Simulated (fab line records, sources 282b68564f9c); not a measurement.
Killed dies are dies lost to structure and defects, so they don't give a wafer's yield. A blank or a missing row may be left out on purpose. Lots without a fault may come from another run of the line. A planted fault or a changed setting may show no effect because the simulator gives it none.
A struck lot beside a sound one | flow rit_cmos | 15 steps out of a route of 202
Sound: wafers L760.2, L760.5, L760.6. Struck: wafers L764.3, L764.4, L764.6. The cause comes at the end.
At each step with rows: each side's tool, then ch and its chambers, then its first start. Under that, the readings that differ: sound wafers | struck wafers | difference of the means | sigmas: that difference in standard deviations of wafers without a fault.
alike: readings whose means differ by less than 2 such deviations, and words and numbers that are the same on both sides. not compared: withheld readings, readings that some wafer has no value for, bounds like >300 that may hide the same value, and numbers for which the record gives no deviation and whose values overlap.
The two part at a step that has a row with sigmas, a row that says differs or no value, or rows on one side only. Numbers that don't overlap but have no deviation are shown without sigmas and don't part them. A reading that every wafer of one side lacks parts them only if that side has two wafers or more.

first, 4 steps without rows for these wafers: RIT_PSD_SOFTBAKE_02 (time 60 s); RIT_PSD_EXPOSE_03 (exposes mask M10, target cd 40900 nm); RIT_PSD_PEB_04; RIT_PSD_DEVELOP_05 (develop time 50 s).
RIT_PSD_OVL_MEAS_06:
  sound on overlay-02, day 3 07:04; struck on overlay-02, day 4 08:55
  alike: PSD_OVL
then, 2 steps without rows for these wafers: RIT_PSD_HARDBAKE_07 (time 60 s); RIT_PSD_IMPLANT_08.
RIT_PSD_STRIP_09: strips in O2, time 180 s.
  sound on plasma_asher-04 ch 0,1, day 3 07:23; struck on plasma_asher-01 ch 0,1, day 4 09:18
  alike: drypump_motor_current_A
  not compared: rf_hours_counter_h
RIT_PSD_TW_MEAS_10:
  sound on film_metro-04, day 3 07:34; struck on film_metro-04, day 4 09:26
  alike: PSD_TW
then, 3 steps without rows for these wafers: RIT_SDANNEAL_CLEAN_00 (cleans in SC1, time 600 s); RIT_SDANNEAL_CLEAN_01 (cleans in dHF, time 29.45 s); RIT_SDANNEAL_CLEAN_02 (cleans in SC2, time 600 s).
RIT_SDANNEAL_RTA_03: time 5 s.
  sound on rtp_anneal-02 ch 0, day 3 08:02; struck on rtp_anneal-02 ch 0, day 4 09:52
  reading          | sound                | struck               | difference | sigmas
  wafer_temp_C_max | 1054.7 1055.2 1053.7 | 1010.9 1013.3 1015.1 | -41.4      | -35
RIT_SDANNEAL_RS_MEAS_04: measures by four-point-probe.
  sound on film_metro-03, day 3 08:06; struck on film_metro-04, day 4 10:18
  reading         | sound             | struck            | difference | sigmas
  PSD_RS (ohm/sq) | 116.5 116.4 116.3 | 145.1 144.5 144.9 | +28.4      | +95
  not compared: hold
RIT_M1_PROBE_99:
  the record has rows for the sound wafers here (prober-02, day 3 15:37) and none for the struck ones

WHERE THEY PART
First at RIT_SDANNEAL_RTA_03; last, within this record, at RIT_M1_PROBE_99.

WHY: what the simulator had put in
Process parameter drift: rtp_anneal-02, from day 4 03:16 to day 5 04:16, at RIT_SDANNEAL_RTA_03. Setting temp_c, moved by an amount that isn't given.
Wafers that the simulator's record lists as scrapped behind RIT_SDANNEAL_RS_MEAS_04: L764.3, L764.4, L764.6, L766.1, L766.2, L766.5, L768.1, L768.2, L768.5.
